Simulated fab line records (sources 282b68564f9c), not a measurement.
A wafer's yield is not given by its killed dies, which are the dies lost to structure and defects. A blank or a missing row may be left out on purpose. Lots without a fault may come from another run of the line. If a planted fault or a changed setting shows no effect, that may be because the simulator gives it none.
Chamber matching | flow rit_cmos | rie_diel-01 running RIT_CONTACT_ETCH_11: 4 sister chambers
The step etches SiO2 in CHF3/CF4/Ar, stops on TiSi2, target depth 480 nm, time 320 s. 8 wafers are shown with their chamber, then 8 later ones without.

## WAFERS, EACH WITH ITS CHAMBER
wafer  | chamber | drypump_motor_current_A (A) | throttle_valve_pct (%)
L578.6 | 3       | 6.1                         | 8.95
L581.3 | 2       | 6.0                         | 8.89
L581.4 | 3       | 6.1                         | 8.94
L581.5 | 1       | 5.6                         | 8.88
L586.1 | 2       | 6.0                         | 8.90
L586.3 | 0       | 5.7                         | 9.07
L586.4 | 1       | 5.7                         | 8.88
L590.1 | 0       | 5.7                         | 9.06

## WAFERS MISSING THEIR CHAMBER
wafer  | drypump_motor_current_A (A) | throttle_valve_pct (%)
L590.3 | 6.0                         | 8.89
L590.5 | 5.7                         | 9.06
L592.3 | 5.7                         | 9.06
L592.4 | 6.0                         | 8.94
L592.6 | 5.7                         | 9.07
L593.1 | 6.0                         | 8.89
L593.3 | 5.7                         | 8.86
L593.4 | 6.1                         | 8.93

## THE CHAMBER EACH PASSED THROUGH
wafer  | from the rows above | in truth
L590.3 | 2                   | 2
L590.5 | 0                   | 0
L592.3 | 0                   | 0
L592.4 | 3                   | 3
L592.6 | 0                   | 0
L593.1 | 2                   | 2
L593.3 | 1                   | 1
L593.4 | 3                   | 3
Correct placement for 8 of the 8. From these rows, 0 cannot be placed. Placed wrongly: 0.
How it was worked out, from the rows above alone: a wafer's distance from a chamber is the root of the sum, over the readings, of the square of ((its reading less the chamber's mean) divided by the reading's scatter). The wafer belongs to the nearest chamber; if the next one is less than 2 further off, it can't be placed. For every chamber, the mean is computed from those of its wafers that are shown. The scatter is the square root of a quotient: the sum, over the shown wafers, of each reading's squared deviation from its chamber's mean, divided by wafers minus chambers.
